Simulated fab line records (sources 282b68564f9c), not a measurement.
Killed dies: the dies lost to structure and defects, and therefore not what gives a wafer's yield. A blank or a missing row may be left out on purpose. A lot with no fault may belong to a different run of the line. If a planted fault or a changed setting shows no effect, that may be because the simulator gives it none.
fab line records    flow rit-cmos
[record] lots = 6  wafers = 18  last-day = 7
route steps=202 shown CONTACT@172 M1@184
lots that met no fault: from a run of the same line without faults
start-h: start of the lot's first displayed wafer, in hours after the record's first day    wait-h: hours elapsed since this lot's preceding step    " as in the row above    L1.1+2: a row that stands for several wafers    - either no value or no given start    * or withheld: withheld    < > ~ a bound
route shown NAME@n: NAME is a module with steps in the file, n the number in the route of the first one    usual: average and standard deviation across the fault-free wafers    same: alike in all rows    chamber/n: place in a boat    sites: the reading at each site    _std_site: how widely they spread, as a standard deviation    _edge_site: outer sites' mean less inner sites'    radius-mm: how far each site lies from the wafer's centre    mask NAME#n: copy n    behind: the last tool/chamber to shape the wafer    hold: cause of the lot's hold/its duration in hours/its outcome    device: whichever transistor did not switch (one of n, p or np)    end of line: tests of these same wafers at the route's end    a step given without rows: its recipe and nothing more    killed: not the wafer's yield, but the dies lost to structure and defects at the first sort    map: a wafer's dies, marking killed ones x, the rest . and places with no die _
set.NAME: the setting as run; set.NAME@STEP: as run at that earlier step    model.NAME: the simulator's own value behind a step, which no gauge read
lots at some steps of the route; a table a step, a row a wafer
services: from which hour (start-h, from the record's first day; less than 0 if before it) a tool's chamber was out of use, for how many hours, and why
[[steps]]
[step RIT_CONTACT_SOFTBAKE_04]
[recipe] resist = NOVOLAK  temp-c = 90  time-s = 60
[step RIT_CONTACT_EXPOSE_05]
[recipe] mask-id = M11  na = 0.6  source-shape = conventional  sigma-outer = 0.5  target-cd-nm = 1000  dose-mj = 250
[step RIT_CONTACT_PEB_06]
[recipe] resist = NOVOLAK  temp-c = withheld  time-s = withheld
[step RIT_CONTACT_DEVELOP_07]
[recipe] resist = NOVOLAK  develop-time-s = 120  dev-temp-c = 23
[step RIT_CONTACT_CD_MEAS_08]
[recipe] target-cd-nm = 1000
[usual] cd-nm = 999.3/2.3
lot.wafer  tool       chamber  start-h  wait-h  cd-nm
L138.3     cd-sem-01  -        69.02    -       1001.9
L138.5     "          -        "        "       1000.1
L138.6     "          -        "        "       999.6
L145.1     cd-sem-01  -        104.76   -       994.3
L145.3     "          -        "        "       996.5
L145.4     "          -        "        "       995.7
L147.1     cd-sem-02  -        113.72   -       999.5
L147.3     "          -        "        "       998.9
L147.5     "          -        "        "       997.5
L148.2     cd-sem-02  -        117.11   -       1002.9
L148.4     "          -        "        "       1000.4
L148.6     "          -        "        "       999.6
L152.3     cd-sem-01  -        137.97   -       998.2
L152.4     "          -        "        "       999.8
L152.5     "          -        "        "       997.3
L158.2     cd-sem-02  -        166.77   -       996.1
L158.3     "          -        "        "       999.5
L158.6     "          -        "        "       999.2
[step RIT_CONTACT_OVL_MEAS_09]
[usual] CONTACT_OVL = -0.8/1.4
lot.wafer  tool        chamber  start-h  wait-h  CONTACT_OVL[nm]
L138.3     overlay-02  -        69.11    0.1     -0.4
L138.5     "           -        "        "       -0.1
L138.6     "           -        "        "       -0.1
L145.1     overlay-02  -        104.88   0.1     -0.4
L145.3     "           -        "        "       -0.1
L145.4     "           -        "        "       -0.9
L147.1     overlay-02  -        113.84   0.1     1.7
L147.3     "           -        "        "       2.0
L147.5     "           -        "        "       1.3
L148.2     overlay-01  -        117.22   0.1     0.7
L148.4     "           -        "        "       0.5
L148.6     "           -        "        "       0.7
L152.3     overlay-02  -        138.07   0.1     -2.0
L152.4     "           -        "        "       -1.8
L152.5     "           -        "        "       0.3
L158.2     overlay-02  -        166.88   0.1     -1.5
L158.3     "           -        "        "       -3.8
L158.6     "           -        "        "       -2.7
[step RIT_CONTACT_HARDBAKE_10]
[recipe] resist = NOVOLAK  temp-c = 140  time-s = 60
[step RIT_CONTACT_ETCH_11]
[recipe] target-depth-a = 4800  over-etch-frac = 0.2  stop-on = TiSi2  chemistry = CHF3/CF4/Ar  target = SiO2  CHF3_flow_sccm = 50  cf4-flow-sccm = 10  Ar_flow_sccm = 100  O2_flow_sccm = 5  pressure-mtorr = 100  rf-w = 200  time-s = 320
[usual] drypump-motor-current-A = 5.8/0.48  oes-product-au = 0.988/0.018  throttle-valve-pct = 8.82/0.16
lot.wafer  tool         chamber  start-h  wait-h  drypump-motor-current-A  oes-product-au  rf-hours-counter-h  throttle-valve-pct
L138.3     rie-diel-03  3        69.28    0.1     6.1                      0.979           40                  8.58
L138.5     "            0        "        "       5.9                      1.005           -                   8.93
L138.6     "            1        "        "       5.8                      1.006           -                   8.70
L145.1     rie-diel-02  3        105.07   0.1     5.5                      0.987           132                 8.81
L145.3     "            0        "        "       4.9                      0.956           6                   8.54
L145.4     "            1        "        "       6.3                      0.959           25                  8.96
L147.1     rie-diel-04  1        114.02   0.1     5.6                      0.983           133                 9.12
L147.3     "            3        "        "       6.7                      1.005           86                  8.76
L147.5     "            1        "        "       5.6                      0.983           -                   9.09
L148.2     rie-diel-04  3        117.46   0.1     6.7                      1.006           87                  8.75
L148.4     "            1        "        "       5.6                      0.978           134                 9.12
L148.6     "            3        "        "       6.7                      1.003           -                   8.73
L152.3     rie-diel-02  3        138.24   0.1     5.5                      0.987           133                 8.82
L152.4     "            0        "        "       4.9                      0.961           7                   8.54
L152.5     "            1        "        "       6.3                      0.954           -                   8.97
L158.2     rie-diel-04  1        167.06   0.1     5.6                      0.976           134                 9.10
L158.3     "            2        "        "       6.0                      0.988           2                   8.85
L158.6     "            3        "        "       6.8                      1.013           -                   8.75
[step RIT_CONTACT_STRIP_12]
[recipe] chemistry = O2  time-s = 180  resist = NOVOLAK  platen-temp-c = withheld  power-w = 500  pressure-mtorr = 4000  o2-flow-sccm = 4000
[usual] drypump-motor-current-A = 5.7/0.34
lot.wafer  tool             chamber  start-h  wait-h  drypump-motor-current-A  rf-hours-counter-h
L138.3     plasma-asher-03  1        69.54    0.2     6.0                      -
L138.5     "                0        "        "       5.5                      -
L138.6     "                1        "        "       6.0                      -
L145.1     plasma-asher-03  0        105.26   0.1     5.5                      44
L145.3     "                0        "        "       5.5                      -
L145.4     "                1        "        "       6.0                      -
L147.1     plasma-asher-02  1        114.22   0.1     6.0                      49
L147.3     "                0        "        "       5.2                      -
L147.5     "                0        "        "       5.2                      -
L148.2     plasma-asher-04  0        117.66   0.1     5.5                      33
L148.4     "                1        "        "       6.1                      -
L148.6     "                0        "        "       5.5                      -
L152.3     plasma-asher-03  0        138.49   0.2     5.5                      -
L152.4     "                1        "        "       6.0                      -
L152.5     "                1        "        "       6.0                      -
L158.2     plasma-asher-02  0        167.25   0.1     5.2                      54
L158.3     "                0        "        "       5.2                      -
L158.6     "                0        "        "       5.2                      -
[step RIT_CONTACT_CD_MEAS_90]
[recipe] target-cd-nm = 1000
[usual] cd-nm = 999.3/2.4
lot.wafer  tool       chamber  start-h  wait-h  cd-nm
L138.3     cd-sem-01  -        69.69    0.1     1002.0
L138.5     "          -        "        "       1000.6
L138.6     "          -        "        "       999.9
L145.1     cd-sem-02  -        105.44   0.1     994.2
L145.3     "          -        "        "       997.1
L145.4     "          -        "        "       995.7
L147.1     cd-sem-01  -        114.39   0.1     999.0
L147.3     "          -        "        "       998.6
L147.5     "          -        "        "       996.7
L148.2     cd-sem-01  -        117.85   0.1     1003.7
L148.4     "          -        "        "       1000.2
L148.6     "          -        "        "       999.8
L152.3     cd-sem-02  -        138.65   0.1     997.6
L152.4     "          -        "        "       1000.2
L152.5     "          -        "        "       997.1
L158.2     cd-sem-01  -        167.45   0.1     996.1
L158.3     "          -        "        "       999.4
L158.6     "          -        "        "       999.4
[step RIT_CONTACT_CLEAN_13]
[recipe] chemistry = SC1  mix = 3:3:50  time-s = 600  temp-c = 75
[step RIT_CONTACT_CLEAN_14]
[recipe] chemistry = SC2  mix = 3:3:50  time-s = 600  temp-c = 75  dry = n2-spin
[step RIT_M1_SPUTTER_00]
[recipe] material = Al  target-thk-nm = 400  power-w = 2000  chamber-pressure-pa = 0.4  gas = Ar  time-s = 500  substrate-temp-c = 25
[usual] cathode-dc-power-W = 1999.9/0.36  throttle-valve-pct = 30.1/0.58
lot.wafer  tool            chamber  start-h  wait-h  cathode-dc-power-W  throttle-valve-pct  model.Al_of_M1_SPUTTER_00.thk-nm
L138.3     pvd-sputter-03  -        70.14    0.0     1999.5              30.4                403.8
L138.5     "               -        "        "       1999.7              30.3                399.7
L138.6     "               -        "        "       2000.5              29.8                401.7
L145.1     pvd-sputter-03  -        105.91   0.0     1999.6              29.7                403.2
L145.3     "               -        "        "       1731.4              30.1                355
L145.4     "               -        "        "       2000.3              30.5                405
L147.1     pvd-sputter-03  -        114.86   0.0     1999.9              30.1                405.4
L147.3     "               -        "        "       1999.8              29.9                402
L147.5     "               -        "        "       1732.0              29.8                350.2
L148.2     pvd-sputter-02  -        118.30   0.0     2000.0              29.3                402.4
L148.4     "               -        "        "       1999.2              30.6                401.9
L148.6     "               -        "        "       2000.0              30.0                403.6
L152.3     pvd-sputter-02  -        139.10   0.0     2000.3              29.0                395.9
L152.4     "               -        "        "       2000.6              29.5                396.5
L152.5     "               -        "        "       1999.9              30.0                398.5
L158.2     pvd-sputter-04  -        167.90   0.0     1999.6              30.3                400.6
L158.3     "               -        "        "       1999.9              30.6                397.9
L158.6     "               -        "        "       2000.7              31.3                396
[step RIT_M1_RS_MEAS_01]
[recipe] thk-meas-gauge = four-point-probe  reads = Al_of_M1_SPUTTER_00
[usual] M1_AL_RS = 0.0731/0.00081
lot.wafer  tool           chamber  start-h  wait-h  hold                      M1_AL_RS[ohm/sq]
L138.3     film-metro-03  -        70.47    0.2     -                         0.0726
L138.5     "              -        "        "       -                         0.0735
L138.6     "              -        "        "       -                         0.0733
L145.1     film-metro-02  -        106.20   0.1     await-dispo/0.2h/release  0.0726
L145.3     "              -        "        "       await-dispo/0.2h/release  0.0827
L145.4     "              -        "        "       await-dispo/0.2h/release  0.0724
L145.1     film-metro-02  -        106.49   0.3     -                         0.0728
L145.3     "              -        "        "       -                         0.0829
L145.4     "              -        "        "       -                         0.0725
L147.1     film-metro-02  -        115.15   0.1     await-dispo/0.2h/release  0.0722
L147.3     "              -        "        "       await-dispo/0.2h/release  0.0729
L147.5     "              -        "        "       await-dispo/0.2h/release  0.0840
L147.1     film-metro-02  -        115.44   0.3     -                         0.0723
L147.3     "              -        "        "       -                         0.0729
L147.5     "              -        "        "       -                         0.0840
L148.2     film-metro-04  -        118.62   0.2     -                         0.0729
L148.4     "              -        "        "       -                         0.0729
L148.6     "              -        "        "       -                         0.0728
L152.3     film-metro-03  -        139.43   0.2     -                         0.0743
L152.4     "              -        "        "       -                         0.0742
L152.5     "              -        "        "       -                         0.0737
L158.2     film-metro-02  -        168.21   0.2     -                         0.0731
L158.3     "              -        "        "       -                         0.0738
L158.6     "              -        "        "       -                         0.0742
[step RIT_M1_THK_MEAS_02]
[recipe] thk-meas-gauge = xrf  reads = Al_of_M1_SPUTTER_00
[usual] M1_AL_THK = 400/4.6
lot.wafer  tool           chamber  start-h  wait-h  hold                      M1_AL_THK[nm]
L138.3     film-metro-03  -        70.57    0.1     -                         402
L138.5     "              -        "        "       -                         401
L138.6     "              -        "        "       -                         402
L145.1     film-metro-02  -        111.71   5.2     await-dispo/0.2h/release  402
L145.3     "              -        "        "       await-dispo/0.2h/release  354
L145.4     "              -        "        "       await-dispo/0.2h/release  401
L145.1     film-metro-02  -        111.93   0.2     -                         403
L145.3     "              -        "        "       -                         354
L145.4     "              -        "        "       -                         403
L147.1     film-metro-02  -        118.67   3.2     await-dispo/0.2h/release  401
L147.3     "              -        "        "       await-dispo/0.2h/release  402
L147.5     "              -        "        "       await-dispo/0.2h/release  349
L147.1     film-metro-02  -        118.92   0.2     -                         404
L147.3     "              -        "        "       -                         401
L147.5     "              -        "        "       -                         350
L148.2     film-metro-04  -        118.73   0.1     -                         403
L148.4     "              -        "        "       -                         399
L148.6     "              -        "        "       -                         404
L152.3     film-metro-03  -        139.53   0.1     -                         396
L152.4     "              -        "        "       -                         396
L152.5     "              -        "        "       -                         398
L158.2     film-metro-02  -        168.32   0.1     -                         396
L158.3     "              -        "        "       -                         398
L158.6     "              -        "        "       -                         394
[step RIT_M1_COAT_04]
[recipe] resist = NOVOLAK  spin-rpm = 2000  resist-thk-nm = 1300
[step RIT_M1_SOFTBAKE_05]
[recipe] resist = NOVOLAK  temp-c = 90  time-s = 60
[step RIT_M1_EXPOSE_06]
[recipe] mask-id = M12  na = 0.6  source-shape = conventional  sigma-outer = 0.5  target-cd-nm = 2600  dose-mj = 250
[step RIT_M1_PEB_07]
[recipe] resist = NOVOLAK  temp-c = withheld  time-s = withheld
[step RIT_M1_DEVELOP_08]
[recipe] resist = NOVOLAK  develop-time-s = 68  dev-temp-c = 23
[step RIT_M1_CD_MEAS_09]
[recipe] target-cd-nm = 2600
[usual] cd-nm = 2600.0/2.4
lot.wafer  tool       chamber  start-h  wait-h  cd-nm
L138.3     cd-sem-02  -        71.66    -       2602.5
L138.5     "          -        "        "       2603.0
L138.6     "          -        "        "       2601.3
L145.1     cd-sem-02  -        116.66   -       2602.6
L145.3     "          -        "        "       2601.4
L145.4     "          -        "        "       2599.3
L148.2     cd-sem-02  -        119.68   -       2599.6
L148.4     "          -        "        "       2597.5
L148.6     "          -        "        "       2597.9
L147.1     cd-sem-01  -        122.01   -       2596.1
L147.3     "          -        "        "       2597.5
L147.5     "          -        "        "       2596.2
L152.3     cd-sem-02  -        140.61   -       2597.9
L152.4     "          -        "        "       2598.9
L152.5     "          -        "        "       2597.2
L158.2     cd-sem-01  -        169.40   -       2599.1
L158.3     "          -        "        "       2601.5
L158.6     "          -        "        "       2602.5
[step RIT_M1_OVL_MEAS_10]
[usual] M1_OVL = 0.5/1.5
lot.wafer  tool        chamber  start-h  wait-h  M1_OVL[nm]
L138.3     overlay-01  -        71.75    0.1     1.3
L138.5     "           -        "        "       -1.1
L138.6     "           -        "        "       -0.9
L145.1     overlay-02  -        116.78   0.1     0.9
L145.3     "           -        "        "       -1.1
L145.4     "           -        "        "       0.7
L148.2     overlay-01  -        119.78   0.1     1.0
L148.4     "           -        "        "       -1.7
L148.6     "           -        "        "       -1.4
L147.1     overlay-01  -        122.13   0.1     0.6
L147.3     "           -        "        "       0.2
L147.5     "           -        "        "       -3.1
L152.3     overlay-02  -        140.71   0.1     -2.0
L152.4     "           -        "        "       -1.6
L152.5     "           -        "        "       0.5
L158.2     overlay-01  -        169.50   0.1     1.6
L158.3     "           -        "        "       0.5
L158.6     "           -        "        "       1.5
[step RIT_M1_HARDBAKE_11]
[recipe] resist = NOVOLAK  temp-c = 140  time-s = 120
[step RIT_M1_METAL_ETCH_12]
[recipe] stop-on = SiO2  chemistry = Cl2/BCl3  target = Al  time-s = 165  over-etch-frac = 0.5  pressure-mtorr = 100  target-depth-a = 6000  rf-w = 250  Cl2_flow_sccm = 60  bcl3-flow-sccm = 50
[usual] drypump-motor-current-A = 5.4/0.33  oes-product-au = 0.779/0.012  throttle-valve-pct = 8.25/0.13
lot.wafer  tool          chamber  start-h  wait-h  drypump-motor-current-A  oes-product-au  rf-hours-counter-h  throttle-valve-pct
L138.3     rie-metal-01  1        72.08    0.2     5.2                      0.795           -                   8.32
L138.5     "             0        "        "       5.7                      0.784           -                   7.96
L138.6     "             1        "        "       5.2                      0.803           -                   8.31
L145.1     rie-metal-04  0        117.07   0.2     5.8                      0.771           3                   8.35
L145.3     "             0        "        "       5.8                      0.722           -                   8.37
L145.4     "             1        "        "       5.4                      0.766           -                   8.24
L148.2     rie-metal-04  0        120.06   0.2     5.8                      0.778           3                   8.34
L148.4     "             0        "        "       5.8                      0.770           -                   8.35
L148.6     "             0        "        "       5.9                      0.782           -                   8.36
L147.1     rie-metal-01  0        122.41   0.2     5.7                      0.806           33                  7.97
L147.3     "             1        "        "       5.2                      0.784           -                   8.30
L147.5     "             1        "        "       5.2                      0.729           -                   8.31
L152.3     rie-metal-03  1        141.03   0.2     5.6                      0.768           -                   8.34
L152.4     "             0        "        "       4.8                      0.787           -                   8.23
L152.5     "             1        "        "       5.6                      0.770           -                   8.36
L158.2     rie-metal-01  1        169.78   0.2     5.2                      0.792           0                   8.31
L158.3     "             1        "        "       5.2                      0.782           -                   8.31
L158.6     "             1        "        "       5.2                      0.780           -                   8.31
[step RIT_M1_STRIP_13]
[recipe] chemistry = nmp  resist = NOVOLAK  temp-c = 80  time-s = 600  dry = n2-spin
[step RIT_M1_PROBE_99]
[usual] defect-limited-yield = 97.4/1.2  killed-at-contacts = 0.1/0.27  killed-at-front-end = 7/3.1  killed-dies = 7/3.1  killed-open = 3.3/2.1  killed-short = 3.5/2  sort_bin_3_pad_short = 0.1/0.21  sort_bin_5_function = 1.5/0.83  sort_bin_6_memory = 1.0/0.65  sort-n-pass = 257/3.1  sort-yield-pct = 97.4/1.2
[same] gross-dies = 264  killed_at_M0_to_M3 = 0  killed_at_M4_up = 0  killed-at-back-side = 0  killed-at-other = 0
lot.wafer  tool       chamber  start-h  wait-h  hold                      defect-limited-yield[%]  killed-at-contacts  killed-at-front-end  killed-dies  killed-open  killed-short  sort_bin_3_pad_short[%]  sort_bin_5_function[%]  sort_bin_6_memory[%]  sort-n-pass  sort-yield-pct[%]
L138.3     prober-02  -        74.39    0.2     -                         96.2                     0                   10                   10           5            5             0                        2.7                     1.1                   254          96.2
L138.5     prober-02  -        74.49    0.2     -                         97.7                     0                   6                    6            2            3             0                        1.1                     1.1                   258          97.7
L138.6     prober-02  -        74.54    0.2     -                         97.7                     0                   6                    6            3            3             0                        1.5                     0.8                   258          97.7
L148.2     prober-02  -        122.37   0.1     -                         96.6                     0                   9                    9            5            4             0                        2.7                     0.8                   255          96.6
L148.4     prober-02  -        122.47   0.2     -                         98.9                     1                   2                    3            3            0             0                        0.8                     0.4                   261          98.9
L148.6     prober-02  -        122.57   0.2     -                         97.0                     0                   8                    8            5            3             0                        1.9                     1.1                   256          97.0
L145.1     prober-01  -        125.06   5.6     await-dispo/5.5h/release  96.6                     0                   9                    9            4            5             0.4                      1.9                     1.1                   255          96.6
L145.3     prober-01  -        125.16   5.6     await-dispo/5.5h/release  98.5                     0                   4                    4            1            3             0                        1.1                     0.4                   260          98.5
L145.4     prober-01  -        125.21   5.6     await-dispo/5.5h/release  97.3                     0                   7                    7            4            3             0                        1.9                     0.8                   257          97.3
L147.1     prober-01  -        129.10   4.2     await-dispo/4.1h/release  95.8                     0                   11                   11           8            3             0                        1.1                     3.0                   253          95.8
L147.3     prober-01  -        129.20   4.3     await-dispo/4.1h/release  95.5                     0                   12                   12           6            6             0.8                      2.3                     1.5                   252          95.5
L147.5     prober-01  -        129.30   4.4     await-dispo/4.1h/release  98.5                     0                   4                    4            2            2             0.4                      0.8                     0.4                   260          98.5
L152.3     prober-02  -        143.33   0.2     -                         98.5                     0                   4                    4            3            1             0                        0.8                     0.8                   260          98.5
L152.4     prober-02  -        143.38   0.2     -                         94.7                     1                   13                   14           5            9             0                        3.4                     1.9                   250          94.7
L152.5     prober-02  -        143.43   0.2     -                         97.7                     0                   6                    6            3            3             0                        1.5                     0.8                   258          97.7
L158.2     prober-01  -        172.09   0.1     -                         97.7                     0                   6                    6            2            4             0                        1.5                     0.8                   258          97.7
L158.3     prober-01  -        172.14   0.2     -                         98.1                     0                   5                    5            1            4             0                        1.5                     0.4                   259          98.1
L158.6     prober-01  -        172.29   0.2     -                         98.5                     0                   4                    4            2            2             0                        0.8                     0.8                   260          98.5
// killed by level:class
L138.3 GATE:geometric-particle:open=4 FOX1:geometric-particle:short=2 FOX1:geometric-particle:open=1 REOX:geometric-particle:short=1 SPACER:geometric-particle:short=1 SILICIDE:geometric-particle:short=1
L138.5 FOX1:geometric-particle:short=2 FOX1:geometric-particle:open=1 GATE:geometric-particle:open=1 SPACER:geometric-particle:short=1 PWELL:coat-microbubble-printed=1
L138.6 GATE:geometric-particle:short=2 FOX1:geometric-particle:open=1 GATE:geometric-particle:open=1 SPACER:geometric-particle:short=1 SPACER:geometric-particle:open=1
L148.2 GATE:geometric-particle:open=3 SILICIDE:geometric-particle:open=2 SILICIDE:geometric-particle:short=2 FOX1:geometric-particle:short=1 REOX:geometric-particle:short=1
L148.4 GATE:geometric-particle:open=1 REOX:geometric-particle:open=1 CONTACT:geometric-particle:open=1
L148.6 GATE:geometric-particle:open=4 FOX1:geometric-particle:open=1 GATE:geometric-particle:short=1 SPACER:geometric-particle:short=1 SILICIDE:geometric-particle:short=1
L145.1 FOX1:geometric-particle:open=2 REOX:geometric-particle:short=2 SILICIDE:geometric-particle:short=2 FOX1:geometric-particle:short=1 FOX2:geometric-particle:open=1 GATE:geometric-particle:open=1
L145.3 FOX1:geometric-particle:open=1 FOX2:geometric-particle:short=1 GATE:geometric-particle:short=1 SILICIDE:geometric-particle:short=1
L145.4 SPACER:geometric-particle:open=2 SILICIDE:geometric-particle:short=2 FOX2:geometric-particle:open=1 GATE:geometric-particle:short=1 SILICIDE:geometric-particle:open=1
L147.1 FOX1:geometric-particle:open=5 GATE:geometric-particle:open=2 REOX:geometric-particle:short=2 FOX1:geometric-particle:short=1 SILICIDE:geometric-particle:open=1
L147.3 FOX1:geometric-particle:short=2 FOX1:geometric-particle:open=2 GATE:geometric-particle:short=2 FOX2:geometric-particle:short=1 FOX2:geometric-particle:open=1 GATE:geometric-particle:open=1 REOX:geometric-particle:open=1 SPACER:geometric-particle:open=1
L147.5 GATE:geometric-particle:short=1 GATE:geometric-particle:open=1 REOX:geometric-particle:open=1 SILICIDE:geometric-particle:short=1
L152.3 FOX1:geometric-particle:short=1 GATE:geometric-particle:open=1 REOX:geometric-particle:open=1 SPACER:geometric-particle:open=1
L152.4 GATE:geometric-particle:short=6 GATE:geometric-particle:open=3 FOX1:geometric-particle:short=1 REOX:geometric-particle:short=1 SPACER:geometric-particle:open=1 SILICIDE:geometric-particle:short=1 CONTACT:geometric-particle:open=1
L152.5 GATE:geometric-particle:open=2 GATE:geometric-particle:short=1 REOX:geometric-particle:short=1 SPACER:geometric-particle:open=1 SILICIDE:geometric-particle:short=1
L158.2 GATE:geometric-particle:open=1 GATE:geometric-particle:short=1 REOX:geometric-particle:short=1 SPACER:geometric-particle:short=1 SILICIDE:geometric-particle:short=1 SILICIDE:geometric-particle:open=1
L158.3 FOX2:geometric-particle:short=2 FOX1:geometric-particle:short=1 GATE:geometric-particle:open=1 GATE:geometric-particle:short=1
L158.6 REOX:geometric-particle:open=1 REOX:geometric-particle:short=1 SILICIDE:geometric-particle:open=1 SILICIDE:geometric-particle:short=1
// map L145.1 (x killed, . not)
________......._______
_____....x........____
____......x........___
___.................__
__...x............x.._
__..................._
_.....................
_.........x...........
_.......x.............
_....x................
__..................._
__..................._
___x................__
____.........x.....___
_____.............____
________......._______
// map L147.3 (x killed, . not)
________......._______
_____.............____
____...............___
___......x.....x....__
__..................._
__.x................._
_....................x
_.........x...........
_.x..........x........
_.....................
__.....x...x........._
__..................._
___......x.x........__
____...............___
_____.............____
________......x_______
[[services]]
tool             chamber  start-h  hours  kind
rie-diel-04      1        47.57    5.1    repair
rie-diel-02      0        49.54    5.2    repair
rie-diel-02      -        56.05    0.4    repair
rie-diel-04      2        63.02    -      clean
rie-diel-04      2        63.02    15.6   scheduled-down
rie-diel-04      2        63.02    15.6   vent-cycle
rie-diel-02      -        64.35    0.7    repair
pvd-sputter-04   -        67.49    6.4    repair
rie-diel-04      0        76.60    4.9    repair
rie-diel-04      1        82.63    4.9    repair
pvd-sputter-02   -        85.12    10.3   repair
plasma-asher-02  -        128.81   0.6    repair
plasma-asher-03  -        131.59   4.5    repair
pvd-sputter-03   -        133.95   0.5    repair
rie-metal-01     -        136.12   20.0   pm
rie-metal-01     0        136.12   20.0   vent-cycle
rie-metal-01     1        136.12   20.0   vent-cycle
pvd-sputter-04   -        138.15   4.2    repair
rie-diel-04      -        145.20   1.9    repair
rie-metal-01     0        156.12   -      clean
rie-metal-01     1        156.12   -      clean
plasma-asher-03  -        163.29   0.5    repair
[[key]]
[first-sign] step = RIT_M1_SPUTTER_00  reading = cathode-dc-power-W  direction = down  sigmas = 99+  usual = 1999.9  struck = 1731.7
[effect] step = RIT_M1_RS_MEAS_01  reading = visit  direction = added
[effect] step = RIT_M1_RS_MEAS_01  reading = M1_AL_RS  direction = up  sigmas = 13  usual = 0.0731  struck = 0.0834
[effect] step = RIT_M1_THK_MEAS_02  reading = visit  direction = added
[effect] step = RIT_M1_THK_MEAS_02  reading = M1_AL_THK  direction = down  sigmas = 11  usual = 400  struck = 352
[effect] step = RIT_M1_METAL_ETCH_12  reading = oes-product-au  direction = down  sigmas = 4.4  usual = 0.779  struck = 0.725
[model-effect] step = RIT_M1_SPUTTER_00  value = Al_of_M1_SPUTTER_00.thk-nm  without = 406.3  struck = 352.6
met-at RIT_M1_SPUTTER_00
struck-wafers L145.3,L147.5
onset-between 70.14 105.91
[fault] kind = process-parameter-drift  tool = pvd-sputter-03  chamber = -  onset-h = 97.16  steps = RIT_M1_SPUTTER_00  channel = power-w  offset = -268.45  shape = step  end-h = 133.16  stated = 2000  scope = struck-wafers-only
